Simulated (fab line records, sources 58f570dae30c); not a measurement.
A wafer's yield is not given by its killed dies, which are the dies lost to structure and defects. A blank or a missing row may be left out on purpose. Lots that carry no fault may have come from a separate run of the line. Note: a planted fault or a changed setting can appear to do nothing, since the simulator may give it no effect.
The same fault as seen by 2 desks -- flow berkeley-cmos170 -- each desk has only its own numbers; what lay behind them comes last

## FROM THE METROLOGY DESK
What the gauges read for every lot (on any tool): the sampled wafers with a number, averaged. If a lot's mean is further than 4 standard deviations from the usual mean, the lot is out of limits and carries the mark OUT (the distance appears in the brackets).
Columns: A = PWELL_OVL at UCB170_PWELL_OVL_MEAS_13, usual 5 nm; B = cd-nm at UCB170_GATE_CD_MEAS_90, usual 350.1 nm
lot,first seen here,A,B
L158,day 3 08:57,2,349.6
L159,day 3 15:31,4,350.4
L162,day 4 08:50,-4,350.5
L161,day 4 11:07,4,348.6
L164,day 4 11:55,3,347.9
L165,day 4 12:11,0,350.7
L166,day 4 14:00,15,352.4
L168,day 5 03:11,6,346.4
L169,day 5 10:38,6,348.6
L171,day 5 18:53,7,349.1
L172,day 6 06:13,-3,346.5
L174,day 6 06:22,7,349.2
L177,day 7 02:31,1,348.8
L179,day 7 13:38,7,351.1
This desk's verdict: no lot among the 14 shows anything out of limits.

## THE TOOL OWNER'S DESK: rie-diel-03
The tool's own readings at UCB170_GATE_ETCH_14 (etches BARC in N2/H2): means of the sampled wafers that have a number, for each lot that ran on this tool. If a lot's mean is further than 4 standard deviations from the usual mean, the lot is out of limits and carries the mark OUT (the distance appears in the brackets).
Columns: A = drypump-motor-current-A at UCB170_GATE_ETCH_14, usual 5.7 A; B = h2-flow-sccm at UCB170_GATE_ETCH_14, usual 199.9 sccm; C = oes-product-au at UCB170_GATE_ETCH_14, usual 1.003 a.u.; D = throttle-valve-pct at UCB170_GATE_ETCH_14, usual 13.33 %
lot,first seen here,A,B,C,D
L165,day 7 05:51,6.0,200.4,1.016,13.38
L164,day 7 06:14,5.6,199.3,1.000,13.14
L168,day 7 18:53,5.7,200.1,0.994,13.21
L174,day 9 03:58,5.8,200.5,1.002,13.26
L172,day 9 04:20,5.8,199.7,1.003,13.26
L177,day 9 17:37,5.7,200.1,0.994,13.20
This desk's verdict: no lot among the 6 shows anything out of limits.

## TAKEN TOGETHER
The metrology desk saw nothing out of limits.
The tool owner's desk saw nothing out of limits.

## WHAT HAD BEEN PUT IN BY THE SIMULATOR
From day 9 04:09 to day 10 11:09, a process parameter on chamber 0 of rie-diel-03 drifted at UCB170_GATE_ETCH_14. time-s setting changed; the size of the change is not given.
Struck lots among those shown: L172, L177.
